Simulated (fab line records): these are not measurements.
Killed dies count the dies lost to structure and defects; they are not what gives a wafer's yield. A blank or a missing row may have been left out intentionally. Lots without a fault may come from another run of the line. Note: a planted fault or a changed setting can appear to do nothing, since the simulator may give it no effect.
fab line records / flow berkeley_cmos170 / part 2 of 2: steps 26 to 34 of 34
record: lots: 5 wafers: 15 last_day: 12
route steps=331 shown NWELL@32 PWELL@34 WELLDRIVE@55 ACTIVE@60
lots that met no fault: taken from a fault-free run of the same line
start_h: the number of hours between the record's first day and the start of the first shown wafer of the lot / wait_h: hours from the lot's prior step to this one / " as in the row above / L1.1+2: a single row standing in for several wafers / - no value, or no start given / * or withheld: withheld / < > ~ a bound
route shown NAME@n: a module of which the file shows steps, and the number in the route of the first / usual: the fault-free wafers' mean and standard deviation / same: alike in all rows / chamber/n: place in a boat / sites: the reading at each site / _std_site: how widely they spread, as a standard deviation / _edge_site: outer sites' mean less inner sites' / radius_mm: how far each site lies from the wafer's centre / mask NAME#n: copy n / behind: the tool/chamber that last shaped the wafer / hold: reason for holding the lot/hours on hold/outcome of the hold / device: which transistor (n, p or np) failed to switch / end of line: tests run on the same wafers once the route is complete / where a step has no rows: the recipe by itself / killed: the dies lost at the first sort to structure and to defects; this is not the yield of the wafer / map: dies across one wafer; x = killed, . = not, _ = none there
set.NAME: the run value of the setting; set.NAME@STEP: its run value at that earlier step / model.NAME: the simulator's own value behind a step, which no gauge read
certain route steps with their lots: each step a table, each wafer a row
services: a tool's chamber out of use, with start hour (start_h, from the record's first day; less than 0 if before it), hours out, and reason
== steps ==
step: UCB170_WELLDRIVE_THK_MEAS_02
recipe: reads: SiO2_of_WELLDRIVE_OXIDATION_01
usual: WELLDRIVE_OXIDE_THK: 199/3.1
lot.wafer=L083.1 tool=film_metro-04 chamber=- start_h=112.72 wait_h=0.0 WELLDRIVE_OXIDE_THK[nm]=204
lot.wafer=L083.3 tool=film_metro-04 chamber=- start_h=112.72 wait_h=0.0 WELLDRIVE_OXIDE_THK[nm]=201
lot.wafer=L083.5 tool=film_metro-04 chamber=- start_h=112.72 wait_h=0.0 WELLDRIVE_OXIDE_THK[nm]=202
lot.wafer=L084.2 tool=film_metro-04 chamber=- start_h=131.22 wait_h=0.1 WELLDRIVE_OXIDE_THK[nm]=197
lot.wafer=L084.3 tool=film_metro-04 chamber=- start_h=131.22 wait_h=0.1 WELLDRIVE_OXIDE_THK[nm]=198
lot.wafer=L084.4 tool=film_metro-04 chamber=- start_h=131.22 wait_h=0.1 WELLDRIVE_OXIDE_THK[nm]=196
lot.wafer=L086.2 tool=film_metro-02 chamber=- start_h=131.23 wait_h=0.1 WELLDRIVE_OXIDE_THK[nm]=198
lot.wafer=L086.5 tool=film_metro-02 chamber=- start_h=131.23 wait_h=0.1 WELLDRIVE_OXIDE_THK[nm]=198
lot.wafer=L086.6 tool=film_metro-02 chamber=- start_h=131.23 wait_h=0.1 WELLDRIVE_OXIDE_THK[nm]=198
lot.wafer=L093.1 tool=film_metro-01 chamber=- start_h=159.18 wait_h=0.0 WELLDRIVE_OXIDE_THK[nm]=199
lot.wafer=L093.2 tool=film_metro-01 chamber=- start_h=159.18 wait_h=0.0 WELLDRIVE_OXIDE_THK[nm]=199
lot.wafer=L093.5 tool=film_metro-01 chamber=- start_h=159.18 wait_h=0.0 WELLDRIVE_OXIDE_THK[nm]=200
lot.wafer=L095.1 tool=film_metro-01 chamber=- start_h=171.60 wait_h=0.0 WELLDRIVE_OXIDE_THK[nm]=198
lot.wafer=L095.2 tool=film_metro-01 chamber=- start_h=171.60 wait_h=0.0 WELLDRIVE_OXIDE_THK[nm]=197
lot.wafer=L095.6 tool=film_metro-01 chamber=- start_h=171.60 wait_h=0.0 WELLDRIVE_OXIDE_THK[nm]=194
step: UCB170_WELLDRIVE_ANNEAL_03
recipe: temp_c: 1100 time_s: 900 ambient: N2
usual: spike_tc_centre_C: 1102.0/1.5 spike_tc_source_C: 1127.1/2.7 tube_center_temp_C_max: 1102.8/0.47 zone_power_centre_pct: 51/3.5
lot.wafer=L083.1 tool=furnace-04 chamber=0 start_h=115.58 wait_h=2.9 spike_tc_centre_C=1099.0 spike_tc_source_C=1128.8 tube_center_temp_C_max=1102.7 zone_power_centre_pct=55
lot.wafer=L083.3 tool=furnace-04 chamber=0 start_h=115.58 wait_h=2.9 spike_tc_centre_C=1100.1 spike_tc_source_C=1128.6 tube_center_temp_C_max=1102.9 zone_power_centre_pct=54
lot.wafer=L083.5 tool=furnace-04 chamber=0 start_h=115.58 wait_h=2.9 spike_tc_centre_C=1101.6 spike_tc_source_C=1127.8 tube_center_temp_C_max=1102.6 zone_power_centre_pct=55
lot.wafer=L084.2 tool=furnace-04 chamber=0 start_h=136.83 wait_h=5.6 spike_tc_centre_C=1100.3 spike_tc_source_C=1127.9 tube_center_temp_C_max=1102.9 zone_power_centre_pct=55
lot.wafer=L084.3 tool=furnace-04 chamber=0 start_h=136.83 wait_h=5.6 spike_tc_centre_C=1101.2 spike_tc_source_C=1127.6 tube_center_temp_C_max=1102.0 zone_power_centre_pct=54
lot.wafer=L084.4 tool=furnace-04 chamber=0 start_h=136.83 wait_h=5.6 spike_tc_centre_C=1100.9 spike_tc_source_C=1128.4 tube_center_temp_C_max=1102.3 zone_power_centre_pct=54
lot.wafer=L086.2 tool=furnace-04 chamber=0 start_h=136.83 wait_h=5.6 spike_tc_centre_C=1099.9 spike_tc_source_C=1127.6 tube_center_temp_C_max=1103.0 zone_power_centre_pct=55
lot.wafer=L086.5 tool=furnace-04 chamber=0 start_h=136.83 wait_h=5.6 spike_tc_centre_C=1101.5 spike_tc_source_C=1129.9 tube_center_temp_C_max=1102.8 zone_power_centre_pct=55
lot.wafer=L086.6 tool=furnace-04 chamber=0 start_h=136.83 wait_h=5.6 spike_tc_centre_C=1101.7 spike_tc_source_C=1127.2 tube_center_temp_C_max=1102.9 zone_power_centre_pct=55
lot.wafer=L093.1 tool=furnace-02 chamber=0 start_h=161.43 wait_h=2.2 spike_tc_centre_C=1104.6 spike_tc_source_C=1129.5 tube_center_temp_C_max=1103.0 zone_power_centre_pct=46
lot.wafer=L093.2 tool=furnace-02 chamber=0 start_h=161.43 wait_h=2.2 spike_tc_centre_C=1103.6 spike_tc_source_C=1131.0 tube_center_temp_C_max=1102.3 zone_power_centre_pct=46
lot.wafer=L093.5 tool=furnace-02 chamber=0 start_h=161.43 wait_h=2.2 spike_tc_centre_C=1103.5 spike_tc_source_C=1130.2 tube_center_temp_C_max=1102.1 zone_power_centre_pct=46
lot.wafer=L095.1 tool=furnace-01 chamber=0 start_h=174.38 wait_h=2.8 spike_tc_centre_C=1101.8 spike_tc_source_C=1124.3 tube_center_temp_C_max=1102.4 zone_power_centre_pct=50
lot.wafer=L095.2 tool=furnace-01 chamber=0 start_h=174.38 wait_h=2.8 spike_tc_centre_C=1103.0 spike_tc_source_C=1123.5 tube_center_temp_C_max=1103.0 zone_power_centre_pct=51
lot.wafer=L095.6 tool=furnace-01 chamber=0 start_h=174.38 wait_h=2.8 spike_tc_centre_C=1101.3 spike_tc_source_C=1123.6 tube_center_temp_C_max=1102.4 zone_power_centre_pct=50
step: UCB170_WELLDRIVE_WET_ETCH_04
recipe: chemistry: BOE dilution: 5:1 target: SiO2 temp_c: 25 time_s: 120
lot.wafer=L083.1+3+5 tool=wet_bench-03 chamber=1 start_h=116.83 wait_h=0.0
lot.wafer=L084.2+3+4 tool=wet_bench-03 chamber=0 start_h=138.08 wait_h=0.0
lot.wafer=L086.2+5+6 tool=wet_bench-03 chamber=1 start_h=138.08 wait_h=0.0
lot.wafer=L093.1+2+5 tool=wet_bench-01 chamber=3 start_h=164.10 wait_h=1.4
lot.wafer=L095.1+2+6 tool=wet_bench-01 chamber=3 start_h=175.63 wait_h=0.0
step: UCB170_ACTIVE_CLEAN_00
recipe: chemistry: SPM temp_c: 120 time_s: 600
lot.wafer=L083.1+3+5 tool=wet_bench-02 chamber=0 start_h=116.88 wait_h=0.0
lot.wafer=L084.2+3+4 tool=wet_bench-01 chamber=3 start_h=138.13 wait_h=0.0
lot.wafer=L086.2+5+6 tool=wet_bench-01 chamber=0 start_h=138.13 wait_h=0.0
lot.wafer=L093.1+2+5 tool=wet_bench-01 chamber=0 start_h=164.38 wait_h=0.2
lot.wafer=L095.1+2+6 tool=wet_bench-01 chamber=0 start_h=175.67 wait_h=0.0
step: UCB170_ACTIVE_CLEAN_01
recipe: chemistry: dHF dilution: 25:1 time_s: 60
lot.wafer=L083.1+3+5 tool=wet_bench-01 chamber=0 start_h=117.05 wait_h=0.0
lot.wafer=L084.2+3+4 tool=wet_bench-02 chamber=3 start_h=138.30 wait_h=0.0
lot.wafer=L086.2+5+6 tool=wet_bench-02 chamber=3 start_h=138.30 wait_h=0.0
lot.wafer=L093.1+2+5 tool=wet_bench-01 chamber=3 start_h=164.56 wait_h=0.0
lot.wafer=L095.1+2+6 tool=wet_bench-03 chamber=3 start_h=175.84 wait_h=0.0
step: UCB170_ACTIVE_OXIDATION_02
recipe: temp_c: 1000 ambient: O2 target_thk_a: 264 ox_time_s: 1260
usual: spike_tc_centre_C: 1002.1/1.7 spike_tc_source_C: 1027.3/1.8 tube_center_temp_C_max: 1002.7/0.5 zone_power_centre_pct: 46/3.6
lot.wafer=L083.1 tool=furnace-02 chamber=0 start_h=119.55 wait_h=2.5 spike_tc_centre_C=1002.7 spike_tc_source_C=1029.0 tube_center_temp_C_max=1002.7 zone_power_centre_pct=40
lot.wafer=L083.3 tool=furnace-02 chamber=0 start_h=119.55 wait_h=2.5 spike_tc_centre_C=1006.2 spike_tc_source_C=1032.2 tube_center_temp_C_max=1002.1 zone_power_centre_pct=40
lot.wafer=L083.5 tool=furnace-02 chamber=0 start_h=119.55 wait_h=2.5 spike_tc_centre_C=1003.6 spike_tc_source_C=1028.7 tube_center_temp_C_max=1001.9 zone_power_centre_pct=40
lot.wafer=L084.2 tool=furnace-04 chamber=0 start_h=142.42 wait_h=4.1 spike_tc_centre_C=1001.3 spike_tc_source_C=1027.3 tube_center_temp_C_max=1003.2 zone_power_centre_pct=48
lot.wafer=L084.3 tool=furnace-04 chamber=0 start_h=142.42 wait_h=4.1 spike_tc_centre_C=1001.4 spike_tc_source_C=1028.4 tube_center_temp_C_max=1002.1 zone_power_centre_pct=48
lot.wafer=L084.4 tool=furnace-04 chamber=0 start_h=142.42 wait_h=4.1 spike_tc_centre_C=1001.0 spike_tc_source_C=1027.4 tube_center_temp_C_max=1003.0 zone_power_centre_pct=49
lot.wafer=L086.2 tool=furnace-04 chamber=0 start_h=142.42 wait_h=4.1 spike_tc_centre_C=1001.4 spike_tc_source_C=1028.0 tube_center_temp_C_max=1003.1 zone_power_centre_pct=48
lot.wafer=L086.5 tool=furnace-04 chamber=0 start_h=142.42 wait_h=4.1 spike_tc_centre_C=1002.2 spike_tc_source_C=1027.9 tube_center_temp_C_max=1002.7 zone_power_centre_pct=49
lot.wafer=L086.6 tool=furnace-04 chamber=0 start_h=142.42 wait_h=4.1 spike_tc_centre_C=1002.4 spike_tc_source_C=1028.8 tube_center_temp_C_max=1002.0 zone_power_centre_pct=49
lot.wafer=L093.1 tool=furnace-04 chamber=0 start_h=167.43 wait_h=2.9 spike_tc_centre_C=1002.1 spike_tc_source_C=1025.8 tube_center_temp_C_max=1002.9 zone_power_centre_pct=49
lot.wafer=L093.2 tool=furnace-04 chamber=0 start_h=167.43 wait_h=2.9 spike_tc_centre_C=999.9 spike_tc_source_C=1025.1 tube_center_temp_C_max=1002.8 zone_power_centre_pct=49
lot.wafer=L093.5 tool=furnace-04 chamber=0 start_h=167.43 wait_h=2.9 spike_tc_centre_C=1001.9 spike_tc_source_C=1027.0 tube_center_temp_C_max=1002.3 zone_power_centre_pct=49
lot.wafer=L095.1 tool=furnace-04 chamber=0 start_h=182.87 wait_h=7.0 spike_tc_centre_C=1001.2 spike_tc_source_C=1027.6 tube_center_temp_C_max=1003.5 zone_power_centre_pct=50
lot.wafer=L095.2 tool=furnace-04 chamber=0 start_h=182.87 wait_h=7.0 spike_tc_centre_C=1001.1 spike_tc_source_C=1025.9 tube_center_temp_C_max=1002.7 zone_power_centre_pct=49
lot.wafer=L095.6 tool=furnace-04 chamber=0 start_h=182.87 wait_h=7.0 spike_tc_centre_C=1002.0 spike_tc_source_C=1027.1 tube_center_temp_C_max=1002.8 zone_power_centre_pct=49
step: UCB170_ACTIVE_THK_MEAS_03
recipe: reads: SiO2_of_ACTIVE_OXIDATION_02
usual: ACTIVE_OXIDE_THK: 26.5/0.55
lot.wafer=L083.1 tool=film_metro-03 chamber=- start_h=120.90 wait_h=0.0 ACTIVE_OXIDE_THK[nm]=26.4
lot.wafer=L083.3 tool=film_metro-03 chamber=- start_h=120.90 wait_h=0.0 ACTIVE_OXIDE_THK[nm]=26.2
lot.wafer=L083.5 tool=film_metro-03 chamber=- start_h=120.90 wait_h=0.0 ACTIVE_OXIDE_THK[nm]=26.3
lot.wafer=L084.2 tool=film_metro-01 chamber=- start_h=143.78 wait_h=0.0 ACTIVE_OXIDE_THK[nm]=28.1
lot.wafer=L084.3 tool=film_metro-01 chamber=- start_h=143.78 wait_h=0.0 ACTIVE_OXIDE_THK[nm]=27.7
lot.wafer=L084.4 tool=film_metro-01 chamber=- start_h=143.78 wait_h=0.0 ACTIVE_OXIDE_THK[nm]=27.9
lot.wafer=L086.2 tool=film_metro-02 chamber=- start_h=143.78 wait_h=0.0 ACTIVE_OXIDE_THK[nm]=27.4
lot.wafer=L086.5 tool=film_metro-02 chamber=- start_h=143.78 wait_h=0.0 ACTIVE_OXIDE_THK[nm]=27.6
lot.wafer=L086.6 tool=film_metro-02 chamber=- start_h=143.78 wait_h=0.0 ACTIVE_OXIDE_THK[nm]=26.8
lot.wafer=L093.1 tool=film_metro-02 chamber=- start_h=168.78 wait_h=0.0 ACTIVE_OXIDE_THK[nm]=26.7
lot.wafer=L093.2 tool=film_metro-02 chamber=- start_h=168.78 wait_h=0.0 ACTIVE_OXIDE_THK[nm]=26.3
lot.wafer=L093.5 tool=film_metro-02 chamber=- start_h=168.78 wait_h=0.0 ACTIVE_OXIDE_THK[nm]=26.4
lot.wafer=L095.1 tool=film_metro-01 chamber=- start_h=184.22 wait_h=0.0 ACTIVE_OXIDE_THK[nm]=26.1
lot.wafer=L095.2 tool=film_metro-01 chamber=- start_h=184.22 wait_h=0.0 ACTIVE_OXIDE_THK[nm]=26.3
lot.wafer=L095.6 tool=film_metro-01 chamber=- start_h=184.22 wait_h=0.0 ACTIVE_OXIDE_THK[nm]=26.2
step: UCB170_ACTIVE_ANNEAL_04
recipe: temp_c: 1000 time_s: 900 ambient: N2
usual: spike_tc_centre_C: 1002.2/1.6 spike_tc_source_C: 1026/3.2 tube_center_temp_C_max: 1002.5/0.44 zone_power_centre_pct: 45/3.3
lot.wafer=L083.1 tool=furnace-04 chamber=0 start_h=124.18 wait_h=3.3 spike_tc_centre_C=1001.1 spike_tc_source_C=1027 tube_center_temp_C_max=1003.3 zone_power_centre_pct=49
lot.wafer=L083.3 tool=furnace-04 chamber=0 start_h=124.18 wait_h=3.3 spike_tc_centre_C=1001.6 spike_tc_source_C=1027 tube_center_temp_C_max=1002.9 zone_power_centre_pct=49
lot.wafer=L083.5 tool=furnace-04 chamber=0 start_h=124.18 wait_h=3.3 spike_tc_centre_C=1001.5 spike_tc_source_C=1025 tube_center_temp_C_max=1002.2 zone_power_centre_pct=49
lot.wafer=L084.2 tool=furnace-01 chamber=0 start_h=146.06 wait_h=2.3 spike_tc_centre_C=1002.9 spike_tc_source_C=1024 tube_center_temp_C_max=1002.9 zone_power_centre_pct=45
lot.wafer=L084.3 tool=furnace-01 chamber=0 start_h=146.06 wait_h=2.3 spike_tc_centre_C=1001.6 spike_tc_source_C=1022 tube_center_temp_C_max=1002.8 zone_power_centre_pct=45
lot.wafer=L084.4 tool=furnace-01 chamber=0 start_h=146.06 wait_h=2.3 spike_tc_centre_C=1001.2 spike_tc_source_C=1023 tube_center_temp_C_max=1002.8 zone_power_centre_pct=45
lot.wafer=L086.2 tool=furnace-01 chamber=0 start_h=146.06 wait_h=2.3 spike_tc_centre_C=1001.3 spike_tc_source_C=1022 tube_center_temp_C_max=1001.8 zone_power_centre_pct=44
lot.wafer=L086.5 tool=furnace-01 chamber=0 start_h=146.06 wait_h=2.3 spike_tc_centre_C=1001.1 spike_tc_source_C=1023 tube_center_temp_C_max=1002.2 zone_power_centre_pct=44
lot.wafer=L086.6 tool=furnace-01 chamber=0 start_h=146.06 wait_h=2.3 spike_tc_centre_C=1000.8 spike_tc_source_C=1022 tube_center_temp_C_max=1002.5 zone_power_centre_pct=45
lot.wafer=L093.1 tool=furnace-04 chamber=0 start_h=171.62 wait_h=2.8 spike_tc_centre_C=1001.0 spike_tc_source_C=1026 tube_center_temp_C_max=1002.6 zone_power_centre_pct=49
lot.wafer=L093.2 tool=furnace-04 chamber=0 start_h=171.62 wait_h=2.8 spike_tc_centre_C=1001.5 spike_tc_source_C=1028 tube_center_temp_C_max=1002.6 zone_power_centre_pct=48
lot.wafer=L093.5 tool=furnace-04 chamber=0 start_h=171.62 wait_h=2.8 spike_tc_centre_C=1002.4 spike_tc_source_C=1028 tube_center_temp_C_max=1002.5 zone_power_centre_pct=49
lot.wafer=L095.1 tool=furnace-01 chamber=0 start_h=189.94 wait_h=5.7 spike_tc_centre_C=999.8 spike_tc_source_C=1022 tube_center_temp_C_max=1001.9 zone_power_centre_pct=44
lot.wafer=L095.2 tool=furnace-01 chamber=0 start_h=189.94 wait_h=5.7 spike_tc_centre_C=1000.8 spike_tc_source_C=1022 tube_center_temp_C_max=1002.3 zone_power_centre_pct=45
lot.wafer=L095.6 tool=furnace-01 chamber=0 start_h=189.94 wait_h=5.7 spike_tc_centre_C=1001.1 spike_tc_source_C=1023 tube_center_temp_C_max=1002.9 zone_power_centre_pct=44
step: UCB170_ACTIVE_CVD_05
recipe: material: Si3N4 target_thk_nm: 220 temp_c: 800 precursor: SiH2Cl2/NH3 time_s: 3300 pressure_mtorr: 200 sih2cl2_flow_sccm: 25 nh3_flow_sccm: 75
usual: spike_tc_centre_C: 802.4/1.3 spike_tc_source_C: 821.3/2.3 susceptor_temp_C: 800.0/0.33 zone_power_centre_pct: 35.7/2.8
lot.wafer=L083.1 tool=lpcvd-02 chamber=0 start_h=125.43 wait_h=0.0 spike_tc_centre_C=802.2 spike_tc_source_C=820.9 susceptor_temp_C=799.3 zone_power_centre_pct=32.1
lot.wafer=L083.3 tool=lpcvd-02 chamber=0 start_h=125.43 wait_h=0.0 spike_tc_centre_C=802.2 spike_tc_source_C=818.1 susceptor_temp_C=800.1 zone_power_centre_pct=31.6
lot.wafer=L083.5 tool=lpcvd-02 chamber=0 start_h=125.43 wait_h=0.0 spike_tc_centre_C=800.6 spike_tc_source_C=817.9 susceptor_temp_C=800.1 zone_power_centre_pct=32.1
lot.wafer=L084.2 tool=lpcvd-02 chamber=1 start_h=147.31 wait_h=0.0 spike_tc_centre_C=805.6 spike_tc_source_C=820.4 susceptor_temp_C=800.4 zone_power_centre_pct=41.9
lot.wafer=L084.3 tool=lpcvd-02 chamber=1 start_h=147.31 wait_h=0.0 spike_tc_centre_C=804.0 spike_tc_source_C=822.7 susceptor_temp_C=800.1 zone_power_centre_pct=41.9
lot.wafer=L084.4 tool=lpcvd-02 chamber=1 start_h=147.31 wait_h=0.0 spike_tc_centre_C=805.4 spike_tc_source_C=822.5 susceptor_temp_C=800.2 zone_power_centre_pct=41.8
lot.wafer=L086.2 tool=lpcvd-02 chamber=1 start_h=147.31 wait_h=0.0 spike_tc_centre_C=805.5 spike_tc_source_C=824.3 susceptor_temp_C=799.9 zone_power_centre_pct=41.6
lot.wafer=L086.5 tool=lpcvd-02 chamber=1 start_h=147.31 wait_h=0.0 spike_tc_centre_C=803.6 spike_tc_source_C=823.0 susceptor_temp_C=800.6 zone_power_centre_pct=41.8
lot.wafer=L086.6 tool=lpcvd-02 chamber=1 start_h=147.31 wait_h=0.0 spike_tc_centre_C=804.5 spike_tc_source_C=824.1 susceptor_temp_C=800.5 zone_power_centre_pct=42.1
lot.wafer=L093.1 tool=lpcvd-01 chamber=1 start_h=172.87 wait_h=0.0 spike_tc_centre_C=802.3 spike_tc_source_C=820.3 susceptor_temp_C=799.6 zone_power_centre_pct=35.4
lot.wafer=L093.2 tool=lpcvd-01 chamber=1 start_h=172.87 wait_h=0.0 spike_tc_centre_C=801.8 spike_tc_source_C=820.2 susceptor_temp_C=800.1 zone_power_centre_pct=35.3
lot.wafer=L093.5 tool=lpcvd-01 chamber=1 start_h=172.87 wait_h=0.0 spike_tc_centre_C=801.7 spike_tc_source_C=820.4 susceptor_temp_C=799.4 zone_power_centre_pct=35.4
lot.wafer=L095.1 tool=lpcvd-01 chamber=0 start_h=191.19 wait_h=0.0 spike_tc_centre_C=802.0 spike_tc_source_C=824.9 susceptor_temp_C=799.5 zone_power_centre_pct=36.2
lot.wafer=L095.2 tool=lpcvd-01 chamber=0 start_h=191.19 wait_h=0.0 spike_tc_centre_C=803.9 spike_tc_source_C=825.0 susceptor_temp_C=799.8 zone_power_centre_pct=35.4
lot.wafer=L095.6 tool=lpcvd-01 chamber=0 start_h=191.19 wait_h=0.0 spike_tc_centre_C=802.4 spike_tc_source_C=823.4 susceptor_temp_C=799.9 zone_power_centre_pct=36.4
== services ==
tool=rie_diel-03 chamber=1 start_h=58.51 hours=9.6 kind=repair
tool=wet_bench-01 chamber=- start_h=67.26 hours=1.9 kind=pm
tool=krf_scanner-01 chamber=- start_h=85.73 hours=0.8 kind=pm
tool=implanter-01 chamber=- start_h=94.35 hours=3.0 kind=repair
tool=implanter-04 chamber=- start_h=97.77 hours=4.3 kind=repair
tool=plasma_asher-03 chamber=- start_h=101.26 hours=1.5 kind=repair
tool=furnace-02 chamber=- start_h=101.38 hours=3.8 kind=pm
tool=plasma_asher-02 chamber=- start_h=105.68 hours=4.4 kind=repair
tool=plasma_asher-04 chamber=- start_h=110.90 hours=6.5 kind=repair
tool=rie_diel-01 chamber=- start_h=124.96 hours=2.8 kind=pm
tool=furnace-04 chamber=- start_h=125.43 hours=7.6 kind=pm
tool=plasma_asher-02 chamber=- start_h=128.14 hours=28.1 kind=pm
tool=rie_diel-03 chamber=3 start_h=132.57 hours=10.0 kind=repair
tool=plasma_asher-04 chamber=- start_h=133.46 hours=7.6 kind=repair
tool=implanter-01 chamber=- start_h=136.04 hours=28.5 kind=repair
tool=furnace-04 chamber=- start_h=143.77 hours=9.7 kind=pm
tool=lpcvd-02 chamber=- start_h=150.18 hours=6.1 kind=pm
tool=plasma_asher-04 chamber=- start_h=159.68 hours=0.6 kind=repair
tool=krf_scanner-01 chamber=- start_h=167.17 hours=3.6 kind=pm
tool=wet_bench-03 chamber=- start_h=167.79 hours=1.6 kind=repair
tool=krf_scanner-01 chamber=- start_h=172.05 hours=1.0 kind=pm
tool=krf_scanner-01 chamber=- start_h=173.05 hours=1.3 kind=pm
tool=furnace-01 chamber=- start_h=175.63 hours=11.7 kind=pm
tool=rie_diel-03 chamber=1 start_h=177.34 hours=4.3 kind=repair
